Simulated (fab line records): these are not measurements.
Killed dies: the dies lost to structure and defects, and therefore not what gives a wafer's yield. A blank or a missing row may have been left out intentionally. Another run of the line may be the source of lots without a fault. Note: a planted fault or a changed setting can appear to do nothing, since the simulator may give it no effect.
The tool behind it: which one? ; flow berkeley_cmos170 ; Sampling: 14 lots, 42 wafers, 2 of 331 route steps

== WHAT THE GAUGES SHOWED, per wafer ==
UCB170_GATE_OVL_MEAS_13.
lot;measured;on;GATE_OVL (nm)
L827;day 7 11:51;overlay-01;0 -5 -5
L831;day 8 02:00;overlay-02;-6 -13 -15
L829;day 8 02:30;overlay-02;0 -5 -9
L834;day 8 18:46;overlay-02;6 0 1
L835;day 8 18:38;overlay-01;7 3 -3
L836;day 8 18:24;overlay-02;-1 -2 3
L838;day 9 13:58;overlay-02;5 6 6
L844;day 10 07:44;overlay-01;0 -7 -10
L846;day 10 07:27;overlay-02;1 4 -1
L845;day 10 07:10;overlay-01;2 3 1
L848;day 10 22:50;overlay-02;-8 0 -7
L847;day 10 22:31;overlay-02;-4 -4 2
L849;day 11 11:19;overlay-01;-10 -8 0
L850;day 11 14:29;overlay-01;-8 -5 -10

== WHAT TOOL EACH LOT RAN ON (gives the tool, then ch and the chambers of the sampled wafers, and finally the start) ==
lot;UCB170_ACTIVE_STRIP_16
L827;plasma_asher-04 ch 0,1, day 4 23:50
L831;plasma_asher-03 ch 0,1, day 5 15:44
L829;plasma_asher-03 ch 0,1, day 5 16:12
L834;plasma_asher-03 ch 0,1, day 6 19:22
L835;plasma_asher-01 ch 1, day 6 19:39
L836;plasma_asher-03 ch 0,1, day 6 19:58
L838;plasma_asher-01 ch 0,1, day 7 15:14
L844;plasma_asher-04 ch 1, day 8 08:01
L846;plasma_asher-03 ch 0,1, day 8 08:04
L845;plasma_asher-01 ch 0,1, day 8 08:21
L848;plasma_asher-03 ch 1, day 9 00:07
L847;plasma_asher-03 ch 1, day 9 01:18
L849;plasma_asher-01 ch 0,1, day 9 04:22
L850;plasma_asher-01 ch 0,1, day 9 12:46
- UCB170_ACTIVE_STRIP_16: strips in O2.

== WHAT THE TOOLS THEMSELVES READ (means of the sampled wafers that have a number; where no wafer has one, the mark that the record gives instead) ==
UCB170_ACTIVE_STRIP_16.
lot;tool;drypump_motor_current_A (A);oes_product_au (a.u.);strip_time_to_endpoint_s (s)
L827;plasma_asher-04;5.5;0.717;18.01
L831;plasma_asher-03;5.7;0.722;18.20
L829;plasma_asher-03;5.7;0.722;17.96
L834;plasma_asher-03;5.8;0.718;18.00
L835;plasma_asher-01;5.5;0.717;17.97
L836;plasma_asher-03;5.7;0.720;18.19
L838;plasma_asher-01;6.3;0.719;18.14
L844;plasma_asher-04;5.5;0.724;18.18
L846;plasma_asher-03;5.8;0.723;18.02
L845;plasma_asher-01;6.3;0.719;18.11
L848;plasma_asher-03;5.9;0.726;17.99
L847;plasma_asher-03;5.8;0.718;18.20
L849;plasma_asher-01;6.3;0.726;18.21
L850;plasma_asher-01;5.9;0.724;18.19

== THE ANSWER, worked out from the rows above alone ==
Rule: what is usual is taken from the lots themselves. Put in order of their means at a reading, lots are off if they are a third of the lots or fewer, leave a main group of 4 or more, and stand apart from it by a gap of 3 or more times the standard deviation of the main group's means; of several such gaps the widest counts. The tables above print the reading to a certain number of digits; a main group whose means all agree to those digits is not used. Also off: a lot with no number at a reading for which 4 or more lots have one. All remaining lots with rows at the step are treated as sound. The gauges are gone through in route order, then the tools' own readings, and for those a lot's mean is taken as printed above. At the first step where some lot is off, the reading lying furthest off is the one used; lots without a number count as furthest.
No lot is off at any reading shown: from this, nothing can be told.

== WHAT HAD BEEN PUT IN BY THE SIMULATOR ==
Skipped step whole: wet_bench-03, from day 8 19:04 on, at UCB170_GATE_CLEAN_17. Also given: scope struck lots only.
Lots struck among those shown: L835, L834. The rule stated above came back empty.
